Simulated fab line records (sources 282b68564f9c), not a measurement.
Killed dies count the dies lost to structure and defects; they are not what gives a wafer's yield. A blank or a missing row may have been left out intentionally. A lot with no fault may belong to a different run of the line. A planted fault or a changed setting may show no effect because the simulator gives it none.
Which tool did it? || flow rit-cmos || 14 lots with 42 wafers sampled at 5 steps, on a route of 202 steps

## WHAT THE GAUGES SHOWED, per wafer
RIT_NWELL_OVL_MEAS_06.
{"lot": "L917", "measured": "day 2 06:52", "on": "overlay-02", "NWELL_OVL (nm)": "-0.7 -2.2 0.1"}
{"lot": "L918", "measured": "day 2 10:20", "on": "overlay-02", "NWELL_OVL (nm)": "-2.8 -1.5 -3.8"}
{"lot": "L919", "measured": "day 2 13:58", "on": "overlay-02", "NWELL_OVL (nm)": "-2.2 -1.9 -3.5"}
{"lot": "L920", "measured": "day 3 00:49", "on": "overlay-02", "NWELL_OVL (nm)": "-1.3 0.6 0.0"}
{"lot": "L922", "measured": "day 3 03:07", "on": "overlay-01", "NWELL_OVL (nm)": "0.3 -1.7 -0.2"}
{"lot": "L924", "measured": "day 3 14:32", "on": "overlay-01", "NWELL_OVL (nm)": "2.7 0.5 1.0"}
{"lot": "L929", "measured": "day 4 15:05", "on": "overlay-02", "NWELL_OVL (nm)": "0.9 0.3 -0.5"}
{"lot": "L931", "measured": "day 5 00:51", "on": "overlay-02", "NWELL_OVL (nm)": "-1.3 0.6 0.4"}
{"lot": "L932", "measured": "day 5 05:49", "on": "overlay-02", "NWELL_OVL (nm)": "-1.6 -1.9 -2.4"}
{"lot": "L933", "measured": "day 5 11:29", "on": "overlay-01", "NWELL_OVL (nm)": "-1.4 0.4 2.0"}
{"lot": "L934", "measured": "day 5 15:01", "on": "overlay-02", "NWELL_OVL (nm)": "-3.7 -1.7 -1.2"}
{"lot": "L935", "measured": "day 5 22:14", "on": "overlay-01", "NWELL_OVL (nm)": "-0.1 0.0 -0.4"}
{"lot": "L936", "measured": "day 6 03:12", "on": "overlay-02", "NWELL_OVL (nm)": "0.0 -0.7 -0.7"}
{"lot": "L938", "measured": "day 6 18:17", "on": "overlay-01", "NWELL_OVL (nm)": "0.2 -0.3 2.0"}

RIT_PWELL_OVL_MEAS_06.
{"lot": "L917", "measured": "day 2 08:38", "on": "overlay-01", "PWELL_OVL (nm)": "-1.8 -0.9 -1.5"}
{"lot": "L918", "measured": "day 2 12:01", "on": "overlay-02", "PWELL_OVL (nm)": "0.1 -2.2 -2.4"}
{"lot": "L919", "measured": "day 2 15:32", "on": "overlay-02", "PWELL_OVL (nm)": "-1.2 -0.5 -2.3"}
{"lot": "L920", "measured": "day 3 02:29", "on": "overlay-01", "PWELL_OVL (nm)": "-0.7 -1.0 -0.6"}
{"lot": "L922", "measured": "day 3 04:59", "on": "overlay-02", "PWELL_OVL (nm)": "-2.9 -2.6 -1.7"}
{"lot": "L924", "measured": "day 3 16:05", "on": "overlay-02", "PWELL_OVL (nm)": "-1.3 -2.5 -1.9"}
{"lot": "L929", "measured": "day 4 16:46", "on": "overlay-01", "PWELL_OVL (nm)": "-3.2 -1.3 -2.0"}
{"lot": "L931", "measured": "day 5 02:32", "on": "overlay-02", "PWELL_OVL (nm)": "-2.6 -2.6 -3.5"}
{"lot": "L932", "measured": "day 5 07:39", "on": "overlay-01", "PWELL_OVL (nm)": "-3.4 -0.9 -2.2"}
{"lot": "L933", "measured": "day 5 13:10", "on": "overlay-01", "PWELL_OVL (nm)": "1.0 0.7 -1.0"}
{"lot": "L934", "measured": "day 5 16:38", "on": "overlay-02", "PWELL_OVL (nm)": "-1.9 0.2 -0.9"}
{"lot": "L935", "measured": "day 5 23:47", "on": "overlay-01", "PWELL_OVL (nm)": "-1.2 -2.0 -0.8"}
{"lot": "L936", "measured": "day 6 05:00", "on": "overlay-02", "PWELL_OVL (nm)": "-1.0 -2.8 -2.2"}
{"lot": "L938", "measured": "day 6 19:50", "on": "overlay-01", "PWELL_OVL (nm)": "1.2 -1.2 -0.1"}

RIT_SPACER_THK_MEAS_04.
{"lot": "L917", "measured": "day 3 10:31", "on": "film-metro-03", "SPACER_NITRIDE_THK (nm)": "248.9 247.9 248.1"}
{"lot": "L918", "measured": "day 3 12:38", "on": "film-metro-01", "SPACER_NITRIDE_THK (nm)": "252.0 254.1 252.7"}
{"lot": "L919", "measured": "day 3 17:28", "on": "film-metro-03", "SPACER_NITRIDE_THK (nm)": "253.9 254.0 251.5"}
{"lot": "L920", "measured": "day 4 06:50", "on": "film-metro-02", "SPACER_NITRIDE_THK (nm)": "248.1 246.8 245.5"}
{"lot": "L922", "measured": "day 4 06:50", "on": "film-metro-01", "SPACER_NITRIDE_THK (nm)": "245.1 248.7 245.6"}
{"lot": "L924", "measured": "day 4 16:44", "on": "film-metro-02", "SPACER_NITRIDE_THK (nm)": "249.4 251.1 248.4"}
{"lot": "L929", "measured": "day 5 20:09", "on": "film-metro-02", "SPACER_NITRIDE_THK (nm)": "248.9 250.2 250.5"}
{"lot": "L931", "measured": "day 6 04:49", "on": "film-metro-02", "SPACER_NITRIDE_THK (nm)": "249.9 247.8 250.4"}
{"lot": "L932", "measured": "day 6 09:04", "on": "film-metro-01", "SPACER_NITRIDE_THK (nm)": "271.8 271.2 270.9"}
{"lot": "L933", "measured": "day 6 18:17", "on": "film-metro-03", "SPACER_NITRIDE_THK (nm)": "270.4 270.6 268.8"}
{"lot": "L934", "measured": "day 7 01:29", "on": "film-metro-02", "SPACER_NITRIDE_THK (nm)": "250.5 251.3 250.4"}
{"lot": "L935", "measured": "day 7 08:05", "on": "film-metro-03", "SPACER_NITRIDE_THK (nm)": "248.5 246.8 248.6"}
{"lot": "L936", "measured": "day 7 12:05", "on": "film-metro-03", "SPACER_NITRIDE_THK (nm)": "250.1 250.7 251.5"}
{"lot": "L938", "measured": "day 8 04:03", "on": "film-metro-01", "SPACER_NITRIDE_THK (nm)": "247.8 249.8 249.3"}

## WHAT TOOL EACH LOT RAN ON (gives the tool, then ch and the chambers of the sampled wafers, and finally the start)
{"lot": "L917", "RIT_PLDD_STRIP_09": "plasma-asher-02 ch 0,1, day 3 06:34", "RIT_SPACER_CVD_03": "lpcvd-01 ch 0, day 3 08:35"}
{"lot": "L918", "RIT_PLDD_STRIP_09": "plasma-asher-01 ch 0,1, day 3 09:56", "RIT_SPACER_CVD_03": "lpcvd-01 ch 0, day 3 10:43"}
{"lot": "L919", "RIT_PLDD_STRIP_09": "plasma-asher-04 ch 0,1, day 3 14:14", "RIT_SPACER_CVD_03": "lpcvd-02 ch 1, day 3 15:32"}
{"lot": "L920", "RIT_PLDD_STRIP_09": "plasma-asher-02 ch 0,1, day 4 03:39", "RIT_SPACER_CVD_03": "lpcvd-02 ch 1, day 4 04:55"}
{"lot": "L922", "RIT_PLDD_STRIP_09": "plasma-asher-04 ch 0,1, day 4 03:53", "RIT_SPACER_CVD_03": "lpcvd-02 ch 1, day 4 04:55"}
{"lot": "L924", "RIT_PLDD_STRIP_09": "plasma-asher-04 ch 0,1, day 4 12:56", "RIT_SPACER_CVD_03": "lpcvd-02 ch 0, day 4 14:49"}
{"lot": "L929", "RIT_PLDD_STRIP_09": "plasma-asher-02 ch 0,1, day 5 16:46", "RIT_SPACER_CVD_03": "lpcvd-02 ch 0, day 5 18:12"}
{"lot": "L931", "RIT_PLDD_STRIP_09": "plasma-asher-01 ch 0,1, day 6 02:17", "RIT_SPACER_CVD_03": "lpcvd-02 ch 1, day 6 02:53"}
{"lot": "L932", "RIT_PLDD_STRIP_09": "plasma-asher-01 ch 0,1, day 6 06:32", "RIT_SPACER_CVD_03": "lpcvd-02 ch 1, day 6 07:08"}
{"lot": "L933", "RIT_PLDD_STRIP_09": "plasma-asher-02 ch 0,1, day 6 15:45", "RIT_SPACER_CVD_03": "lpcvd-02 ch 1, day 6 16:21"}
{"lot": "L934", "RIT_PLDD_STRIP_09": "plasma-asher-02 ch 0,1, day 6 22:58", "RIT_SPACER_CVD_03": "lpcvd-02 ch 0, day 6 23:35"}
{"lot": "L935", "RIT_PLDD_STRIP_09": "plasma-asher-02 ch 0,1, day 7 05:34", "RIT_SPACER_CVD_03": "lpcvd-01 ch 1, day 7 06:10"}
{"lot": "L936", "RIT_PLDD_STRIP_09": "plasma-asher-01 ch 0,1, day 7 09:34", "RIT_SPACER_CVD_03": "lpcvd-02 ch 0, day 7 10:10"}
{"lot": "L938", "RIT_PLDD_STRIP_09": "plasma-asher-04 ch 0,1, day 8 00:28", "RIT_SPACER_CVD_03": "lpcvd-01 ch 1, day 8 02:06"}
- RIT_PLDD_STRIP_09: strips in O2, time 180 s.
- RIT_SPACER_CVD_03: deposits Si3N4 from SiH2Cl2/NH3, target thk 250 nm, time 3300 s.

## WHAT THE TOOLS THEMSELVES READ (means of the sampled wafers that have a number; where no wafer has one, the mark that the record gives instead)
RIT_PLDD_STRIP_09.
{"lot": "L917", "tool": "plasma-asher-02", "drypump-motor-current-A (A)": 5.6}
{"lot": "L918", "tool": "plasma-asher-01", "drypump-motor-current-A (A)": 5.2}
{"lot": "L919", "tool": "plasma-asher-04", "drypump-motor-current-A (A)": 6.2}
{"lot": "L920", "tool": "plasma-asher-02", "drypump-motor-current-A (A)": 5.6}
{"lot": "L922", "tool": "plasma-asher-04", "drypump-motor-current-A (A)": 6.2}
{"lot": "L924", "tool": "plasma-asher-04", "drypump-motor-current-A (A)": 6.2}
{"lot": "L929", "tool": "plasma-asher-02", "drypump-motor-current-A (A)": 5.6}
{"lot": "L931", "tool": "plasma-asher-01", "drypump-motor-current-A (A)": 5.4}
{"lot": "L932", "tool": "plasma-asher-01", "drypump-motor-current-A (A)": 5.2}
{"lot": "L933", "tool": "plasma-asher-02", "drypump-motor-current-A (A)": 5.6}
{"lot": "L934", "tool": "plasma-asher-02", "drypump-motor-current-A (A)": 5.5}
{"lot": "L935", "tool": "plasma-asher-02", "drypump-motor-current-A (A)": 5.6}
{"lot": "L936", "tool": "plasma-asher-01", "drypump-motor-current-A (A)": 5.3}
{"lot": "L938", "tool": "plasma-asher-04", "drypump-motor-current-A (A)": 6.2}

RIT_SPACER_CVD_03.
{"lot": "L917", "tool": "lpcvd-01", "sih2cl2-flow-sccm (sccm)": 59.96, "zone-power-source-pct (%)": 18.3}
{"lot": "L918", "tool": "lpcvd-01", "sih2cl2-flow-sccm (sccm)": 60.05, "zone-power-source-pct (%)": 18.4}
{"lot": "L919", "tool": "lpcvd-02", "sih2cl2-flow-sccm (sccm)": 60.00, "zone-power-source-pct (%)": 20.5}
{"lot": "L920", "tool": "lpcvd-02", "sih2cl2-flow-sccm (sccm)": 60.04, "zone-power-source-pct (%)": 20.7}
{"lot": "L922", "tool": "lpcvd-02", "sih2cl2-flow-sccm (sccm)": 59.88, "zone-power-source-pct (%)": 20.8}
{"lot": "L924", "tool": "lpcvd-02", "sih2cl2-flow-sccm (sccm)": 60.00, "zone-power-source-pct (%)": 18.4}
{"lot": "L929", "tool": "lpcvd-02", "sih2cl2-flow-sccm (sccm)": 59.88, "zone-power-source-pct (%)": 18.5}
{"lot": "L931", "tool": "lpcvd-02", "sih2cl2-flow-sccm (sccm)": 59.97, "zone-power-source-pct (%)": 20.5}
{"lot": "L932", "tool": "lpcvd-02", "sih2cl2-flow-sccm (sccm)": 60.08, "zone-power-source-pct (%)": 20.7}
{"lot": "L933", "tool": "lpcvd-02", "sih2cl2-flow-sccm (sccm)": 60.01, "zone-power-source-pct (%)": 20.7}
{"lot": "L934", "tool": "lpcvd-02", "sih2cl2-flow-sccm (sccm)": 59.75, "zone-power-source-pct (%)": 18.3}
{"lot": "L935", "tool": "lpcvd-01", "sih2cl2-flow-sccm (sccm)": 59.80, "zone-power-source-pct (%)": 20.3}
{"lot": "L936", "tool": "lpcvd-02", "sih2cl2-flow-sccm (sccm)": 60.05, "zone-power-source-pct (%)": 18.2}
{"lot": "L938", "tool": "lpcvd-01", "sih2cl2-flow-sccm (sccm)": 59.74, "zone-power-source-pct (%)": 20.3}

## THE ANSWER, worked out from the rows above alone
Rule: what is usual is taken from the lots themselves. The widest of any qualifying gaps counts: lots, ordered by their means at a reading, are off when they make up no more than a third of the lots, leave a main group of 4 or more, and stand apart from it by 3 or more times the standard deviation of that group's means. A main group whose means are all the same, to the digits that the tables above print for the reading, isn't used. Also off: a lot with no number at a reading for which 4 or more lots have one. Where the step has rows for the other lots, those lots are counted as sound. The gauges are gone through in route order, then the tools' own readings, and for those a lot's mean is taken as printed above. At the first step where some lot is off, the reading lying furthest off is the one used; lots without a number count as furthest.
Off: at RIT_SPACER_THK_MEAS_04 (SPACER_NITRIDE_THK), L932, L933. For the main group the mean is 249.6 nm and the standard deviation 2.
A tool fits if, at a process step before that reading, it ran every lot that is off, and no sound lot after the first of them. The gauges at RIT_SPACER_THK_MEAS_04 are tried like those tools. None of those tried fits.

## WHAT THE SIMULATOR HAD INSERTED
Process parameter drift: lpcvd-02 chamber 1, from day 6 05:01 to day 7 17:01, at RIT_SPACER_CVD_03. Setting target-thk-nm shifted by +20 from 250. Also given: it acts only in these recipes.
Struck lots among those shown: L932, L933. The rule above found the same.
